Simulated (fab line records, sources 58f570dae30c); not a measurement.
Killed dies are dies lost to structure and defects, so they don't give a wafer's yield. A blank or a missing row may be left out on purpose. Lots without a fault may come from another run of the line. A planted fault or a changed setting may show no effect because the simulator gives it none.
fab line records | flow berkeley_cmos170
record lots=5 wafers=15 last_day=13
route steps=331 shown PSD@185 NSD@187 BACKSIDE@199 SDANNEAL@204 PLDD@208 NLDD@209 SILICIDE@210 CONTACT@216
lots that met no fault: from a run of the same line without faults
start_h: hours from the record's first day to the start of the lot's first wafer shown | wait_h: hours since the lot's step before | " the same as in the row above | L1.1+2: a row that stands for several wafers | - no value, or no start given | * or withheld: withheld | < > ~ a bound
route shown NAME@n: a module of which the file shows steps, and the number in the route of the first | usual: mean/standard deviation of fault-free wafers | same: alike in all rows | chamber/n: place in a boat | sites: the reading at each site | _std_site: their standard deviation | _edge_site: outer sites' mean less inner sites' | radius_mm: how far each site lies from the wafer's centre | mask NAME#n: copy n | behind: the tool/chamber that last shaped the wafer | hold: why the lot was held/for how many hours/how that ended | device: the transistor (n, p or np) that didn't switch | end of line: the same wafers' tests at the end of the route | a step without rows: its recipe alone | killed: dies lost to structure and defects at the first sort, not the wafer's yield | map: a wafer's dies, x killed, . not, _ none there
set.NAME: the setting as run; set.NAME@STEP: as run at that earlier step | model.NAME: the simulator's own value behind a step, which no gauge read
lots at some steps of the route; a table a step, a row a wafer
services: from which hour (start_h, from the record's first day; less than 0 if before it) a tool's chamber was out of use, for how many hours, and why
## steps
# step UCB170_PSD_TW_MEAS_10
# usual PSD_TW=2319/23
# columns lot.wafer tool chamber start_h wait_h PSD_TW
L076.2 film_metro-01 - 166.18 0.1 2283
L076.4 " - " " 2311
L076.5 " - " " 2297
L085.1 film_metro-01 - 224.05 0.1 2308
L085.5 " - " " 2303
L085.6 " - " " 2292
L088.1 film_metro-01 - 231.62 0.1 2300
L088.2 " - " " 2295
L088.4 " - " " 2291
L095.1 film_metro-02 - 260.96 0.1 2330
L095.2 " - " " 2345
L095.5 " - " " 2326
L096.2 film_metro-01 - 289.20 0.1 2303
L096.5 " - " " 2294
L096.6 " - " " 2297
# step UCB170_PSD_CLEAN_11
# recipe chemistry=SPM temp_c=120 time_s=600
# columns lot.wafer tool chamber start_h wait_h
L076.2+4+5 wet_bench-03 2 166.26 0.1
L085.1+5+6 wet_bench-04 0 224.11 0.1
L088.1+2+4 wet_bench-04 3 231.68 0.1
L095.1+2+5 wet_bench-02 3 261.13 0.2
L096.2+5+6 wet_bench-02 3 291.70 2.5
# step UCB170_NSD_HMDS_00
# recipe prime_time_s=60 prime_temp_c=100
# usual chill_plate_temp_C=23.01/0.13
# same prime_time_s=60
# columns lot.wafer tool chamber start_h wait_h chill_plate_temp_C
L076.2 litho_track-01 0 166.74 0.3 23.13
L076.4 " 0 " " 23.04
L076.5 " 0 " " 22.97
L085.1 litho_track-02 0 224.29 0.0 22.80
L085.5 " 0 " " 22.91
L085.6 " 0 " " 22.86
L088.1 litho_track-01 0 232.21 0.2 23.13
L088.2 " 0 " " 22.98
L088.4 " 0 " " 23.04
L095.1 litho_track-01 0 261.47 0.2 22.90
L095.2 " 0 " " 22.95
L095.5 " 0 " " 22.95
L096.2 litho_track-02 0 291.90 0.0 22.91
L096.5 " 0 " " 22.80
L096.6 " 0 " " 23.02
# step UCB170_NSD_COAT_01
# recipe resist=KrF spin_rpm=1500 resist_thk_nm=900
# usual chill_plate_temp_C=23.01/0.11
# columns lot.wafer tool chamber start_h wait_h chill_plate_temp_C
L076.2 litho_track-01 0 166.89 0.1 22.99
L076.4 " 0 " " 23.15
L076.5 " 0 " " 23.04
L085.1 litho_track-02 0 224.44 0.1 23.18
L085.5 " 0 " " 23.12
L085.6 " 0 " " 23.08
L088.1 litho_track-01 0 232.36 0.1 22.87
L088.2 " 0 " " 23.01
L088.4 " 0 " " 22.95
L095.1 litho_track-01 0 261.62 0.1 23.05
L095.2 " 0 " " 22.98
L095.5 " 0 " " 22.94
L096.2 litho_track-02 0 292.05 0.1 22.84
L096.5 " 0 " " 22.75
L096.6 " 0 " " 22.78
# step UCB170_NSD_SOFTBAKE_02
# recipe resist=KrF temp_c=130 time_s=60
# usual chill_plate_temp_C=23.01/0.1 plate_temp_C=130.00/0.14
# columns lot.wafer tool chamber start_h wait_h chill_plate_temp_C plate_temp_C
L076.2 litho_track-01 0 167.04 0.1 23.00 130.07
L076.4 " 0 " " 23.03 130.00
L076.5 " 0 " " 23.06 130.24
L085.1 litho_track-02 0 224.59 0.1 23.02 129.79
L085.5 " 0 " " 22.99 129.87
L085.6 " 0 " " 23.10 129.83
L088.1 litho_track-01 0 232.51 0.1 22.94 130.08
L088.2 " 0 " " 23.04 129.98
L088.4 " 0 " " 23.00 130.24
L095.1 litho_track-01 0 261.77 0.1 23.03 130.26
L095.2 " 0 " " 23.12 130.29
L095.5 " 0 " " 23.12 130.26
L096.2 litho_track-02 0 292.20 0.1 23.08 129.86
L096.5 " 0 " " 23.11 129.93
L096.6 " 0 " " 23.12 129.84
# step UCB170_NSD_EXPOSE_03
# recipe mask_id=NSELECT_MOD na=0.5 sigma_outer=0.6 source_shape=conventional target_cd_nm=1200 dose_mj=30
# usual exposure_dose_mJ_cm2=30.10/0.13
# same na=0.5
# columns lot.wafer tool chamber start_h wait_h mask exposure_dose_mJ_cm2
L076.2 krf_scanner-02 0 167.45 0.4 NSELECT_MOD#0 30.24
L076.4 " 0 " " NSELECT_MOD#0 30.24
L076.5 " 0 " " NSELECT_MOD#0 30.19
L085.1 krf_scanner-02 0 224.86 0.2 NSELECT_MOD#0 30.23
L085.5 " 0 " " NSELECT_MOD#0 30.19
L085.6 " 0 " " NSELECT_MOD#0 30.21
L088.1 krf_scanner-02 0 232.91 0.4 NSELECT_MOD#0 30.22
L088.2 " 0 " " NSELECT_MOD#0 30.26
L088.4 " 0 " " NSELECT_MOD#0 30.20
L095.1 krf_scanner-02 0 262.05 0.2 NSELECT_MOD#0 30.24
L095.2 " 0 " " NSELECT_MOD#0 30.24
L095.5 " 0 " " NSELECT_MOD#0 30.25
L096.2 krf_scanner-02 0 292.35 0.1 NSELECT_MOD#0 30.25
L096.5 " 0 " " NSELECT_MOD#0 30.19
L096.6 " 0 " " NSELECT_MOD#0 30.17
# step UCB170_NSD_PEB_04
# recipe peb_temp_c=130 peb_time_s=withheld resist=KrF
# usual chill_plate_temp_C=22.99/0.091 plate_temp_C=130.00/0.14
# columns lot.wafer tool chamber start_h wait_h chill_plate_temp_C plate_temp_C
L076.2 litho_track-01 0 167.74 0.3 23.14 129.81
L076.4 " 0 " " 23.16 129.85
L076.5 " 0 " " 23.15 129.89
L085.1 litho_track-03 0 225.14 0.3 23.08 130.05
L085.5 " 0 " " 23.10 129.92
L085.6 " 0 " " 23.03 130.15
L088.1 litho_track-01 0 233.11 0.2 22.98 130.05
L088.2 " 0 " " 23.12 129.90
L088.4 " 0 " " 22.97 129.90
L095.1 litho_track-03 0 262.38 0.3 22.90 130.10
L095.2 " 0 " " 23.02 129.89
L095.5 " 0 " " 22.95 129.79
L096.2 litho_track-01 0 292.47 0.1 22.84 130.05
L096.5 " 0 " " 22.93 130.09
L096.6 " 0 " " 22.89 130.08
# step UCB170_NSD_DEVELOP_05
# recipe developer=TMAH develop_time_s=45 resist=KrF dev_temp_c=21
# usual chill_plate_temp_C=23.00/0.097
# columns lot.wafer tool chamber start_h wait_h chill_plate_temp_C
L076.2 litho_track-01 0 - - 22.92
L076.4 " 0 " " 22.87
L076.5 " 0 " " 23.11
L085.1 litho_track-03 0 - - 22.84
L085.5 " 0 " " 23.03
L085.6 " 0 " " 22.96
L088.1 litho_track-01 0 - - 23.06
L088.2 " 0 " " 23.16
L088.4 " 0 " " 22.75
L095.1 litho_track-03 0 - - 23.08
L095.2 " 0 " " 22.87
L095.5 " 0 " " 22.93
L096.2 litho_track-01 0 - - 22.94
L096.5 " 0 " " 22.90
L096.6 " 0 " " 22.97
# step UCB170_NSD_CD_MEAS_06
# recipe target_cd_nm=1200
# usual cd_nm=1200.2/1.4
# columns lot.wafer tool chamber start_h wait_h cd_nm
L076.2 cd_sem-01 - 168.01 - 1200.9
L076.4 " - " " 1202.2
L076.5 " - " " 1202.6
L085.1 cd_sem-01 - 225.42 - 1202.9
L085.5 " - " " 1202.5
L085.6 " - " " 1201.4
L088.1 cd_sem-01 - 233.45 - 1200.5
L088.2 " - " " 1199.5
L088.4 " - " " 1199.7
L095.1 cd_sem-02 - 262.66 - 1200.8
L095.2 " - " " 1201.3
L095.5 " - " " 1200.3
L096.2 cd_sem-02 - 292.74 - 1197.8
L096.5 " - " " 1198.2
L096.6 " - " " 1196.7
# step UCB170_NSD_OVL_MEAS_07
# usual NSD_OVL=1/6.9
# columns lot.wafer tool chamber start_h wait_h NSD_OVL[nm]
L076.2 overlay-02 - 168.11 0.1 2
L076.4 " - " " 2
L076.5 " - " " -2
L085.1 overlay-02 - 225.54 0.1 8
L085.5 " - " " 8
L085.6 " - " " 9
L088.1 overlay-01 - 233.57 0.1 4
L088.2 " - " " -1
L088.4 " - " " -3
L095.1 overlay-01 - 262.78 0.1 13
L095.2 " - " " 6
L095.5 " - " " 9
L096.2 overlay-01 - 292.85 0.1 5
L096.5 " - " " 6
L096.6 " - " " 6
# step UCB170_NSD_IMPLANT_08
# recipe species=P dose_cm2=3e+15 energy_kev=40 tilt_deg=7
# usual dose_ions_cm2=2.9999e+15/2.9e+12
# columns lot.wafer tool chamber start_h wait_h dose_ions_cm2
L076.2 implanter-01 0 168.17 0.0 2.9987e+15
L076.4 " 0 " " 3.0011e+15
L076.5 " 0 " " 3.0009e+15
L085.1 implanter-02 0 225.57 0.0 3.0003e+15
L085.5 " 0 " " 2.9985e+15
L085.6 " 0 " " 2.9998e+15
L088.1 implanter-02 0 233.60 0.0 2.9932e+15
L088.2 " 0 " " 3.002e+15
L088.4 " 0 " " 3.0002e+15
L095.1 implanter-01 0 262.81 0.0 2.9999e+15
L095.2 " 0 " " 2.9977e+15
L095.5 " 0 " " 2.9961e+15
L096.2 implanter-03 0 292.90 0.0 2.9989e+15
L096.5 " 0 " " 2.999e+15
L096.6 " 0 " " 3.0068e+15
# step UCB170_NSD_STRIP_09
# recipe chemistry=O2 power_w=400 pressure_mtorr=3500 platen_temp_c=withheld o2_flow_sccm=400 overash_fraction=0.5
# usual chamber_pressure_mTorr=3500/3 drypump_motor_current_A=5.7/0.42 oes_product_au=0.534/0.0049 strip_time_to_endpoint_s=35.81/0.078
# columns lot.wafer tool chamber start_h wait_h chamber_pressure_mTorr drypump_motor_current_A oes_product_au rf_hours_counter_h strip_time_to_endpoint_s
L076.2 plasma_asher-04 1 168.29 0.1 3502 5.6 0.530 6 35.98
L076.4 " 0 " " 3495 5.4 0.536 - 35.89
L076.5 " 1 " " 3496 5.6 0.537 - 35.89
L085.1 plasma_asher-04 0 225.72 0.1 3502 5.4 0.531 12 35.82
L085.5 " 1 " " 3504 5.6 0.526 - 35.84
L085.6 " 0 " " 3500 5.4 0.528 - 35.88
L088.1 plasma_asher-04 1 233.75 0.1 3496 5.6 0.533 12 35.85
L088.2 " 0 " " 3500 5.4 0.529 12 35.79
L088.4 " 1 " " 3502 5.5 0.524 - 35.77
L095.1 plasma_asher-03 1 262.96 0.1 3500 6.4 0.531 47 35.76
L095.2 " 0 " " 3499 5.3 0.531 47 35.82
L095.5 " 1 " " 3503 6.4 0.535 - 35.75
L096.2 plasma_asher-01 1 293.03 0.1 3502 5.7 0.543 57 35.82
L096.5 " 0 " " 3502 5.5 0.534 - 35.75
L096.6 " 1 " " 3497 5.7 0.543 - 35.85
# step UCB170_NSD_TW_MEAS_10
# usual NSD_TW=4176/41
# columns lot.wafer tool chamber start_h wait_h NSD_TW
L076.2 film_metro-02 - 168.40 0.1 4201
L076.4 " - " " 4219
L076.5 " - " " 4187
L085.1 film_metro-02 - 225.82 0.1 4220
L085.5 " - " " 4221
L085.6 " - " " 4224
L088.1 film_metro-01 - 233.85 0.1 4142
L088.2 " - " " 4123
L088.4 " - " " 4147
L095.1 film_metro-03 - 263.06 0.1 4144
L095.2 " - " " 4137
L095.5 " - " " 4122
L096.2 film_metro-02 - 293.14 0.1 4227
L096.5 " - " " 4172
L096.6 " - " " 4210
# step UCB170_NSD_CLEAN_11
# recipe chemistry=SPM temp_c=120 time_s=600
# columns lot.wafer tool chamber start_h wait_h
L076.2+4+5 wet_bench-01 2 168.78 0.4
L085.1+5+6 wet_bench-01 0 225.88 0.1
L088.1+2+4 wet_bench-01 2 233.98 0.1
L095.1+2+5 wet_bench-01 3 263.23 0.2
L096.2+5+6 wet_bench-04 3 293.29 0.1
# step UCB170_BACKSIDE_HMDS_00
# recipe prime_time_s=60 prime_temp_c=100
# usual chill_plate_temp_C=22.99/0.11
# same prime_time_s=60
# columns lot.wafer tool chamber start_h wait_h chill_plate_temp_C
L076.2 litho_track-04 0 168.98 0.0 22.97
L076.4 " 0 " " 23.06
L076.5 " 0 " " 22.95
L085.1 litho_track-04 0 226.06 0.0 22.94
L085.5 " 0 " " 23.01
L085.6 " 0 " " 23.09
L088.1 litho_track-02 0 234.17 0.0 22.95
L088.2 " 0 " " 23.26
L088.4 " 0 " " 23.10
L095.1 litho_track-04 0 263.42 0.0 22.96
L095.2 " 0 " " 23.09
L095.5 " 0 " " 23.04
L096.2 litho_track-04 0 293.51 0.0 22.90
L096.5 " 0 " " 22.92
L096.6 " 0 " " 22.80
# step UCB170_BACKSIDE_COAT_01
# recipe resist=KrF spin_rpm=1500 resist_thk_nm=900
# usual chill_plate_temp_C=22.99/0.1
# columns lot.wafer tool chamber start_h wait_h chill_plate_temp_C
L076.2 litho_track-04 0 169.13 0.1 23.11
L076.4 " 0 " " 22.90
L076.5 " 0 " " 22.93
L085.1 litho_track-04 0 226.21 0.1 22.85
L085.5 " 0 " " 22.90
L085.6 " 0 " " 22.80
L088.1 litho_track-02 0 234.32 0.1 22.95
L088.2 " 0 " " 23.04
L088.4 " 0 " " 22.91
L095.1 litho_track-04 0 263.57 0.1 22.89
L095.2 " 0 " " 23.01
L095.5 " 0 " " 23.04
L096.2 litho_track-04 0 293.66 0.1 23.00
L096.5 " 0 " " 22.88
L096.6 " 0 " " 23.03
# step UCB170_BACKSIDE_SOFTBAKE_02
# recipe resist=KrF temp_c=130 time_s=60
# usual chill_plate_temp_C=23.02/0.098 plate_temp_C=129.97/0.14
# columns lot.wafer tool chamber start_h wait_h chill_plate_temp_C plate_temp_C
L076.2 litho_track-04 0 169.28 0.1 22.87 130.10
L076.4 " 0 " " 22.96 129.99
L076.5 " 0 " " 22.96 130.03
L085.1 litho_track-04 0 226.36 0.1 23.05 129.98
L085.5 " 0 " " 22.97 130.12
L085.6 " 0 " " 23.00 130.01
L088.1 litho_track-02 0 234.47 0.1 23.08 129.85
L088.2 " 0 " " 22.97 130.25
L088.4 " 0 " " 23.01 129.94
L095.1 litho_track-04 0 263.72 0.1 23.10 130.00
L095.2 " 0 " " 23.03 129.84
L095.5 " 0 " " 23.06 130.02
L096.2 litho_track-04 0 293.81 0.1 22.96 129.74
L096.5 " 0 " " 22.89 130.16
L096.6 " 0 " " 22.86 130.04
# step UCB170_BACKSIDE_STRIP_03
# recipe chemistry=O2 power_w=400 pressure_mtorr=3500 platen_temp_c=withheld o2_flow_sccm=400 overash_fraction=0.5
# usual chamber_pressure_mTorr=3500/3.9 drypump_motor_current_A=5.7/0.44 oes_product_au=0.734/0.0043 strip_time_to_endpoint_s=21.96/0.072
# columns lot.wafer tool chamber start_h wait_h chamber_pressure_mTorr drypump_motor_current_A oes_product_au rf_hours_counter_h strip_time_to_endpoint_s
L076.2 plasma_asher-03 0 169.40 0.1 3501 5.3 0.730 38 22.04
L076.4 " 0 " " 3500 5.3 0.742 - 22.04
L076.5 " 1 " " 3497 6.5 0.732 - 22.09
L085.1 plasma_asher-04 0 226.51 0.1 3496 5.4 0.740 12 21.92
L085.5 " 0 " " 3504 5.4 0.741 - 21.92
L085.6 " 1 " " 3499 5.6 0.733 - 21.96
L088.1 plasma_asher-02 1 234.62 0.1 3503 5.4 0.741 54 21.94
L088.2 " 0 " " 3505 6.2 0.741 54 21.90
L088.4 " 1 " " 3499 5.5 0.733 - 21.84
L095.1 plasma_asher-04 1 263.87 0.1 3501 5.6 0.734 16 22.01
L095.2 " 0 " " 3501 5.4 0.735 16 22.06
L095.5 " 1 " " 3499 5.6 0.725 - 21.99
L096.2 plasma_asher-02 1 293.93 0.1 3505 5.4 0.739 61 21.94
L096.5 " 1 " " 3501 5.5 0.746 - 21.94
L096.6 " 0 " " 3506 6.2 0.729 - 21.98
# step UCB170_BACKSIDE_CLEAN_04
# recipe chemistry=SPM temp_c=120 time_s=600
# columns lot.wafer tool chamber start_h wait_h
L076.2+4+5 wet_bench-01 2 169.50 0.1
L085.1+5+6 wet_bench-01 3 226.61 0.1
L088.1+2+4 wet_bench-01 1 234.89 0.2
L095.1+2+5 wet_bench-01 0 263.97 0.1
L096.2+5+6 wet_bench-01 3 294.03 0.1
# step UCB170_SDANNEAL_RTA_00
# recipe temp_c=900 time_s=10 ambient=N2
# usual lamp_power_pct=26.7/0.4 wafer_temp_C_max=903.6/1.1
# columns lot.wafer tool chamber start_h wait_h lamp_power_pct wafer_temp_C_max
L076.2 rtp_anneal-02 0 169.69 0.0 27.0 903.5
L076.4 " 0 " " 27.0 901.3
L076.5 " 0 " " 27.0 902.8
L085.1 rtp_anneal-02 0 226.78 0.0 27.0 902.6
L085.5 " 0 " " 27.0 903.4
L085.6 " 0 " " 27.0 902.7
L088.1 rtp_anneal-02 0 235.08 0.0 27.0 902.3
L088.2 " 0 " " 27.0 902.5
L088.4 " 0 " " 27.1 902.0
L095.1 rtp_anneal-01 0 264.16 0.0 26.2 904.6
L095.2 " 0 " " 26.2 904.4
L095.5 " 0 " " 26.2 903.8
L096.2 rtp_anneal-02 0 294.22 0.0 27.0 903.0
L096.5 " 0 " " 27.0 902.8
L096.6 " 0 " " 27.0 902.1
# step UCB170_SDANNEAL_RTA_01
# recipe temp_c=1050 time_s=5 ambient=N2
# usual lamp_power_pct=41.1/0.63 wafer_temp_C_max=1054.3/1.3
# columns lot.wafer tool chamber start_h wait_h lamp_power_pct wafer_temp_C_max
L076.2 rtp_anneal-02 0 169.75 0.1 41.7 1053.1
L076.4 " 0 " " 41.7 1052.7
L076.5 " 0 " " 41.8 1053.2
L085.1 rtp_anneal-02 0 226.85 0.1 41.8 1053.1
L085.5 " 0 " " 41.8 1052.9
L085.6 " 0 " " 41.7 1053.0
L088.1 rtp_anneal-02 0 235.14 0.1 41.8 1052.9
L088.2 " 0 " " 41.7 1054.4
L088.4 " 0 " " 41.8 1053.7
L095.1 rtp_anneal-01 0 264.23 0.1 40.4 1055.7
L095.2 " 0 " " 40.4 1055.5
L095.5 " 0 " " 40.5 1053.5
L096.2 rtp_anneal-02 0 294.28 0.1 41.7 1053.2
L096.5 " 0 " " 41.7 1053.7
L096.6 " 0 " " 41.7 1054.2
# step UCB170_SDANNEAL_RS_MEAS_02
# recipe thk_meas_gauge=four-point-probe
# usual PSD_RS=75.6/0.33
# columns lot.wafer tool chamber start_h wait_h PSD_RS[ohm/sq]
L076.2 film_metro-01 - 169.85 0.1 76.1
L076.4 " - " " 76.1
L076.5 " - " " 76.1
L085.1 film_metro-01 - 226.91 0.0 75.0
L085.5 " - " " 74.8
L085.6 " - " " 75.0
L088.1 film_metro-02 - 235.20 0.0 75.2
L088.2 " - " " 75.2
L088.4 " - " " 75.0
L095.1 film_metro-02 - 264.29 0.0 75.1
L095.2 " - " " 75.2
L095.5 " - " " 74.9
L096.2 film_metro-02 - 294.35 0.1 75.9
L096.5 " - " " 75.9
L096.6 " - " " 75.8
# step UCB170_SDANNEAL_RS_MEAS_03
# recipe thk_meas_gauge=four-point-probe
# usual NSD_RS=37.27/0.083
# columns lot.wafer tool chamber start_h wait_h NSD_RS[ohm/sq]
L076.2 film_metro-01 - 169.97 0.1 37.23
L076.4 " - " " 37.26
L076.5 " - " " 37.19
L085.1 film_metro-01 - 227.03 0.1 37.15
L085.5 " - " " 37.17
L085.6 " - " " 37.18
L088.1 film_metro-02 - 235.32 0.1 37.29
L088.2 " - " " 37.21
L088.4 " - " " 37.30
L095.1 film_metro-02 - 264.41 0.1 37.15
L095.2 " - " " 37.03
L095.5 " - " " 37.20
L096.2 film_metro-02 - 294.47 0.1 37.32
L096.5 " - " " 37.35
L096.6 " - " " 37.23
# step UCB170_SDANNEAL_RS_MEAS_04
# recipe thk_meas_gauge=four-point-probe
# usual PLDD_RS=1032.0/2.8
# columns lot.wafer tool chamber start_h wait_h PLDD_RS[ohm/sq]
L076.2 film_metro-01 - 170.09 0.1 1028.1
L076.4 " - " " 1027.0
L076.5 " - " " 1028.2
L085.1 film_metro-01 - 227.15 0.1 1031.9
L085.5 " - " " 1032.0
L085.6 " - " " 1032.4
L088.1 film_metro-02 - 235.44 0.1 1028.6
L088.2 " - " " 1028.6
L088.4 " - " " 1031.7
L095.1 film_metro-02 - 264.53 0.1 1038.1
L095.2 " - " " 1038.5
L095.5 " - " " 1037.0
L096.2 film_metro-02 - 294.59 0.1 1032.6
L096.5 " - " " 1032.1
L096.6 " - " " 1033.8
# step UCB170_SDANNEAL_RS_MEAS_05
# recipe thk_meas_gauge=four-point-probe
# usual NLDD_RS=616.3/1.2
# columns lot.wafer tool chamber start_h wait_h NLDD_RS[ohm/sq]
L076.2 film_metro-01 - 170.21 0.1 616.2
L076.4 " - " " 618.7
L076.5 " - " " 618.5
L085.1 film_metro-01 - 227.27 0.1 614.7
L085.5 " - " " 613.8
L085.6 " - " " 615.7
L088.1 film_metro-02 - 235.56 0.1 616.0
L088.2 " - " " 615.4
L088.4 " - " " 616.8
L095.1 film_metro-02 - 264.65 0.1 616.9
L095.2 " - " " 615.4
L095.5 " - " " 615.1
L096.2 film_metro-02 - 294.71 0.1 613.6
L096.5 " - " " 615.4
L096.6 " - " " 617.1
# step UCB170_SILICIDE_PRE_CLEAN_00
# recipe gas=Ar preclean_etch_time_s=60
# columns lot.wafer tool chamber start_h wait_h
L076.2+4+5 pvd_sputter-04 - 170.31 0.1
L085.1+5+6 pvd_sputter-01 - 227.39 0.1
L088.1+2+4 pvd_sputter-01 - 235.68 0.1
L095.1+2+5 pvd_sputter-04 - 264.77 0.1
L096.2+5+6 pvd_sputter-04 - 294.81 0.1
# step UCB170_SILICIDE_SPUTTER_01
# recipe material=Ti target_thk_nm=30 time_s=25 power_w=1500 chamber_pressure_pa=0.5
# usual throttle_valve_pct=29.7/1.5
# columns lot.wafer tool chamber start_h wait_h throttle_valve_pct
L076.2 pvd_sputter-04 - 170.37 0.0 30.2
L076.4 " - " " 29.3
L076.5 " - " " 30.4
L085.1 pvd_sputter-01 - 227.45 0.0 28.3
L085.5 " - " " 31.5
L085.6 " - " " 27.2
L088.1 pvd_sputter-01 - 235.75 0.0 28.5
L088.2 " - " " 27.2
L088.4 " - " " 31.5
L095.1 pvd_sputter-04 - 264.83 0.0 30.5
L095.2 " - " " 32.0
L095.5 " - " " 28.9
L096.2 pvd_sputter-04 - 294.88 0.0 28.6
L096.5 " - " " 29.0
L096.6 " - " " 32.1
# step UCB170_SILICIDE_RS_MEAS_02
# recipe thk_meas_gauge=four-point-probe reads=Ti_of_SILICIDE_SPUTTER_01
# usual SILICIDE_TI_RS=26.1/0.31
# columns lot.wafer tool chamber start_h wait_h SILICIDE_TI_RS[ohm/sq]
L076.2 film_metro-04 - 170.42 0.0 26.0
L076.4 " - " " 26.8
L076.5 " - " " 26.2
L085.1 film_metro-03 - 227.49 0.0 26.0
L085.5 " - " " 25.8
L085.6 " - " " 25.7
L088.1 film_metro-03 - 235.87 0.1 26.4
L088.2 " - " " 26.3
L088.4 " - " " 26.2
L095.1 film_metro-01 - 264.86 0.0 26.4
L095.2 " - " " 25.9
L095.5 " - " " 26.2
L096.2 film_metro-04 - 294.93 0.0 26.2
L096.5 " - " " 26.2
L096.6 " - " " 26.2
# step UCB170_SILICIDE_THK_MEAS_03
# recipe thk_meas_gauge=xrf reads=Ti_of_SILICIDE_SPUTTER_01
# usual SILICIDE_TI_THK=30.5/0.34
# columns lot.wafer tool chamber start_h wait_h SILICIDE_TI_THK[nm]
L076.2 film_metro-04 - 170.53 0.1 30.4
L076.4 " - " " 29.8
L076.5 " - " " 30.3
L085.1 film_metro-03 - 227.61 0.1 30.7
L085.5 " - " " 30.6
L085.6 " - " " 30.7
L088.1 film_metro-03 - 235.99 0.1 30.3
L088.2 " - " " 30.6
L088.4 " - " " 30.5
L095.1 film_metro-01 - 264.98 0.1 30.4
L095.2 " - " " 30.7
L095.5 " - " " 30.5
L096.2 film_metro-04 - 295.04 0.1 30.4
L096.5 " - " " 30.3
L096.6 " - " " 30.5
# step UCB170_SILICIDE_RTA_04
# recipe temp_c=650 time_s=15 ambient=N2
# usual lamp_power_pct=11.41/0.18 wafer_temp_C_max=652.8/0.77
# columns lot.wafer tool chamber start_h wait_h lamp_power_pct wafer_temp_C_max
L076.2 rtp_anneal-01 0 170.60 0.1 11.22 652.8
L076.4 " 0 " " 11.24 653.8
L076.5 " 0 " " 11.24 653.2
L085.1 rtp_anneal-02 0 227.67 0.1 11.59 651.9
L085.5 " 0 " " 11.57 651.6
L085.6 " 0 " " 11.59 652.8
L088.1 rtp_anneal-02 0 236.05 0.1 11.58 652.2
L088.2 " 0 " " 11.58 652.8
L088.4 " 0 " " 11.61 652.8
L095.1 rtp_anneal-01 0 265.04 0.1 11.24 653.7
L095.2 " 0 " " 11.25 654.0
L095.5 " 0 " " 11.23 652.8
L096.2 rtp_anneal-02 0 295.10 0.1 11.59 651.8
L096.5 " 0 " " 11.58 651.1
L096.6 " 0 " " 11.57 652.0
# step UCB170_SILICIDE_WET_ETCH_05
# recipe chemistry=SPM time_s=45 temp_c=120 target=Ti
# columns lot.wafer tool chamber start_h wait_h
L076.2+4+5 wet_bench-01 1 170.66 0.1
L085.1+5+6 wet_bench-02 1 230.33 2.7
L088.1+2+4 wet_bench-01 3 236.13 0.1
L095.1+2+5 wet_bench-01 0 265.40 0.3
L096.2+5+6 wet_bench-01 2 295.25 0.1
# step UCB170_CONTACT_CLEAN_00
# recipe chemistry=SPM temp_c=120 time_s=600
# columns lot.wafer tool chamber start_h wait_h
L076.2+4+5 wet_bench-01 0 170.68 0.0
L085.1+5+6 wet_bench-02 2 230.35 0.0
L088.1+2+4 wet_bench-01 3 236.15 0.0
L095.1+2+5 wet_bench-01 2 265.64 0.2
L096.2+5+6 wet_bench-01 0 295.48 0.2
## services
# columns tool chamber start_h hours kind
pvd_sputter-01 - 142.52 0.5 repair
rtp_anneal-02 - 153.83 2.7 pm
implanter-01 - 156.22 7.1 repair
implanter-03 - 156.39 106.7 pm
pvd_sputter-04 - 158.36 6.4 repair
krf_scanner-02 - 194.06 1.0 pm
krf_scanner-02 - 201.99 0.8 pm
implanter-03 - 273.01 1.8 repair
krf_scanner-02 - 278.54 0.8 repair
krf_scanner-02 0 291.91 - calibration
implanter-03 - 295.39 3.4 repair
## key
fault none
